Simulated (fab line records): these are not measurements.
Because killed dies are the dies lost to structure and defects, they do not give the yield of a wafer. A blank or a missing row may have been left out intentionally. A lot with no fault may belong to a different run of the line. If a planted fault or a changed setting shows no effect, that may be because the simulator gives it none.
Which of the tools did it? :: flow berkeley-cmos170 :: Sampling: 13 lots, 39 wafers, 4 of 331 route steps

== WHAT EACH GAUGE READ, for each wafer ==
UCB170_SILICIDE_RS_MEAS_02: measurement is done with a four-point probe. Usual: SILICIDE_TI_RS 26.2 ohm/sq, standard deviation 0.38.
lot: L400
measured: day 6 12:49
on: film-metro-02
SILICIDE_TI_RS (ohm/sq): 26.1 26.6 26.6
flag: 

lot: L402
measured: day 6 13:40
on: film-metro-03
SILICIDE_TI_RS (ohm/sq): 26.5 26.5 26.7
flag: 

lot: L401
measured: day 6 16:17
on: film-metro-04
SILICIDE_TI_RS (ohm/sq): 25.7 25.7 25.6
flag: 

lot: L404
measured: day 7 06:20
on: film-metro-03
SILICIDE_TI_RS (ohm/sq): 26.7 26.4 26.3
flag: 

lot: L403
measured: day 7 06:34
on: film-metro-03
SILICIDE_TI_RS (ohm/sq): 26.8 26.3 26.5
flag: 

lot: L407
measured: day 8 08:14
on: film-metro-02
SILICIDE_TI_RS (ohm/sq): 26.3 26.7 26.5
flag: 

lot: L412
measured: day 9 05:05
on: film-metro-02
SILICIDE_TI_RS (ohm/sq): 26.6 27.2 26.9
flag: 

lot: L415
measured: day 9 11:41
on: film-metro-02
SILICIDE_TI_RS (ohm/sq): 25.9 26.4 26.3
flag: 

lot: L418
measured: day 10 11:02
on: film-metro-04
SILICIDE_TI_RS (ohm/sq): 26.7 26.2 26.4
flag: 

lot: L420
measured: day 11 01:25
on: film-metro-03
SILICIDE_TI_RS (ohm/sq): 26.3 26.0 26.0
flag: 

lot: L421
measured: day 11 11:08
on: film-metro-02
SILICIDE_TI_RS (ohm/sq): 26.2 26.2 25.7
flag: 

lot: L422
measured: day 11 11:29
on: film-metro-04
SILICIDE_TI_RS (ohm/sq): 26.3 26.0 26.1
flag: 

lot: L423
measured: day 12 00:47
on: film-metro-04
SILICIDE_TI_RS (ohm/sq): 26.9 26.9 26.8
flag: 

UCB170_SILICIDE_THK_MEAS_03: measures by xrf. Usual: SILICIDE_TI_THK 30.1 nm, standard deviation 0.44.
lot: L400
measured: day 6 12:56
on: film-metro-02
SILICIDE_TI_THK (nm): 30.5 29.9 29.9
flag: 

lot: L402
measured: day 6 13:47
on: film-metro-03
SILICIDE_TI_THK (nm): 29.5 29.6 29.3
flag: 

lot: L401
measured: day 6 16:24
on: film-metro-04
SILICIDE_TI_THK (nm): 30.7 30.7 30.8
flag: 

lot: L404
measured: day 7 06:28
on: film-metro-03
SILICIDE_TI_THK (nm): 29.5 29.6 29.7
flag: 

lot: L403
measured: day 7 06:40
on: film-metro-03
SILICIDE_TI_THK (nm): 29.3 29.6 29.6
flag: 

lot: L407
measured: day 8 08:21
on: film-metro-02
SILICIDE_TI_THK (nm): 30.2 29.9 30.1
flag: 

lot: L412
measured: day 9 05:13
on: film-metro-02
SILICIDE_TI_THK (nm): 29.9 29.4 29.7
flag: 

lot: L415
measured: day 9 11:49
on: film-metro-02
SILICIDE_TI_THK (nm): 30.6 30.2 30.1
flag: 

lot: L418
measured: day 10 11:08
on: film-metro-04
SILICIDE_TI_THK (nm): 29.9 30.3 30.2
flag: 

lot: L420
measured: day 11 01:32
on: film-metro-03
SILICIDE_TI_THK (nm): 29.9 30.1 30.0
flag: 

lot: L421
measured: day 11 11:15
on: film-metro-02
SILICIDE_TI_THK (nm): 30.3 30.3 30.9
flag: 

lot: L422
measured: day 11 11:36
on: film-metro-04
SILICIDE_TI_THK (nm): 30.2 30.5 30.4
flag: 

lot: L423
measured: day 12 00:53
on: film-metro-04
SILICIDE_TI_THK (nm): 29.4 29.6 29.7
flag: 

UCB170_CONTACT_OVL_MEAS_16. Usual: CONTACT_OVL -3 nm, standard deviation 5.7.
lot: L400
measured: day 6 19:01
on: overlay-02
CONTACT_OVL (nm): -1 -3 -3
flag: 

lot: L402
measured: day 6 19:11
on: overlay-02
CONTACT_OVL (nm): -14 -14 -10
flag: 

lot: L401
measured: day 6 20:53
on: overlay-02
CONTACT_OVL (nm): 1 -1 4
flag: 

lot: L404
measured: day 7 10:44
on: overlay-02
CONTACT_OVL (nm): 4 -4 -1
flag: 

lot: L403
measured: day 7 12:59
on: overlay-02
CONTACT_OVL (nm): 3 2 3
flag: 

lot: L407
measured: day 8 12:25
on: overlay-02
CONTACT_OVL (nm): -1 -2 -6
flag: 

lot: L412
measured: day 9 10:56
on: overlay-02
CONTACT_OVL (nm): 9 10 8
flag: 

lot: L415
measured: day 9 17:26
on: overlay-01
CONTACT_OVL (nm): 0 -3 1
flag: 

lot: L418
measured: day 10 15:43
on: overlay-01
CONTACT_OVL (nm): 2 3 -2
flag: 

lot: L420
measured: day 11 06:50
on: overlay-02
CONTACT_OVL (nm): -2 -3 4
flag: 

lot: L421
measured: day 11 15:53
on: overlay-02
CONTACT_OVL (nm): -16 -8 -13
flag: 

lot: L422
measured: day 11 16:11
on: overlay-02
CONTACT_OVL (nm): 1 0 -5
flag: 

lot: L423
measured: day 12 06:12
on: overlay-01
CONTACT_OVL (nm): -9 -13 -7
flag: 

== WHAT TOOL EACH LOT RAN ON (gives the tool, then ch and the chambers of the sampled wafers, and finally the start) ==
lot: L400
UCB170_SILICIDE_RTA_04: rtp-anneal-01 ch 0, day 6 12:59

lot: L402
UCB170_SILICIDE_RTA_04: rtp-anneal-01 ch 0, day 6 13:50

lot: L401
UCB170_SILICIDE_RTA_04: rtp-anneal-01 ch 0, day 6 16:28

lot: L404
UCB170_SILICIDE_RTA_04: rtp-anneal-02 ch 0, day 7 06:31

lot: L403
UCB170_SILICIDE_RTA_04: rtp-anneal-01 ch 0, day 7 06:44

lot: L407
UCB170_SILICIDE_RTA_04: rtp-anneal-01 ch 0, day 8 08:25

lot: L412
UCB170_SILICIDE_RTA_04: rtp-anneal-01 ch 0, day 9 05:16

lot: L415
UCB170_SILICIDE_RTA_04: rtp-anneal-02 ch 0, day 9 11:52

lot: L418
UCB170_SILICIDE_RTA_04: rtp-anneal-02 ch 0, day 10 11:12

lot: L420
UCB170_SILICIDE_RTA_04: rtp-anneal-02 ch 0, day 11 01:36

lot: L421
UCB170_SILICIDE_RTA_04: rtp-anneal-01 ch 0, day 11 11:19

lot: L422
UCB170_SILICIDE_RTA_04: rtp-anneal-02 ch 0, day 11 11:40

lot: L423
UCB170_SILICIDE_RTA_04: rtp-anneal-01 ch 0, day 12 00:58
- UCB170_SILICIDE_RTA_04: time 15 s.

== AS READ BY THE TOOLS THEMSELVES (means over the sampled wafers that have a number; for cases with no such wafer, the mark the record gives instead) ==
UCB170_SILICIDE_RTA_04. Usual: chamber-o2-ppm 2.003, standard deviation 0.022; lamp-power-pct 11.102 %, standard deviation 0.018; wafer_temp_C_max 652.6, standard deviation 0.77.
lot: L400
tool: rtp-anneal-01
chamber-o2-ppm: 1.973
lamp-power-pct (%): 11.114
wafer_temp_C_max: 652.0
flag: 

lot: L402
tool: rtp-anneal-01
chamber-o2-ppm: 2.026
lamp-power-pct (%): 11.113
wafer_temp_C_max: 652.9
flag: 

lot: L401
tool: rtp-anneal-01
chamber-o2-ppm: 2.019
lamp-power-pct (%): 11.123
wafer_temp_C_max: 651.5
flag: 

lot: L404
tool: rtp-anneal-02
chamber-o2-ppm: 1.990
lamp-power-pct (%): 11.087
wafer_temp_C_max: 652.8
flag: 

lot: L403
tool: rtp-anneal-01
chamber-o2-ppm: 2.011
lamp-power-pct (%): 11.115
wafer_temp_C_max: 652.3
flag: 

lot: L407
tool: rtp-anneal-01
chamber-o2-ppm: 1.992
lamp-power-pct (%): 11.218
wafer_temp_C_max: 652.7
flag: OFF

lot: L412
tool: rtp-anneal-01
chamber-o2-ppm: 2.011
lamp-power-pct (%): 11.209
wafer_temp_C_max: 652.4
flag: OFF

lot: L415
tool: rtp-anneal-02
chamber-o2-ppm: 2.008
lamp-power-pct (%): 11.078
wafer_temp_C_max: 653.7
flag: 

lot: L418
tool: rtp-anneal-02
chamber-o2-ppm: 1.969
lamp-power-pct (%): 11.092
wafer_temp_C_max: 653.5
flag: 

lot: L420
tool: rtp-anneal-02
chamber-o2-ppm: 2.017
lamp-power-pct (%): 11.083
wafer_temp_C_max: 652.8
flag: 

lot: L421
tool: rtp-anneal-01
chamber-o2-ppm: 2.021
lamp-power-pct (%): 11.111
wafer_temp_C_max: 652.6
flag: 

lot: L422
tool: rtp-anneal-02
chamber-o2-ppm: 2.008
lamp-power-pct (%): 11.091
wafer_temp_C_max: 653.7
flag: 

lot: L423
tool: rtp-anneal-01
chamber-o2-ppm: 2.003
lamp-power-pct (%): 11.108
wafer_temp_C_max: 652.4
flag: 

== THE ANSWER, worked out from the rows above alone ==
Rule: lot off if the mean of its wafers having a number is beyond 3 standard deviations from the usual mean. A lot without any number at a reading at which 4 lots or more have one is off too. Any other lot the step has rows for is counted as sound. The gauges are gone through in route order, then the tools' own readings, and for those a lot's mean is taken as printed above. At the first step where some lot is off, the reading lying furthest off is the one used; lots without a number count as furthest.
Off at UCB170_SILICIDE_RTA_04 (lamp-power-pct): L407, L412.
If a tool, at that step or one of the process steps before it, ran each lot that is off and ran no sound lot following the first of them, it fits. None of those tried fits.

== WHAT THE SIMULATOR HAD PUT IN ==
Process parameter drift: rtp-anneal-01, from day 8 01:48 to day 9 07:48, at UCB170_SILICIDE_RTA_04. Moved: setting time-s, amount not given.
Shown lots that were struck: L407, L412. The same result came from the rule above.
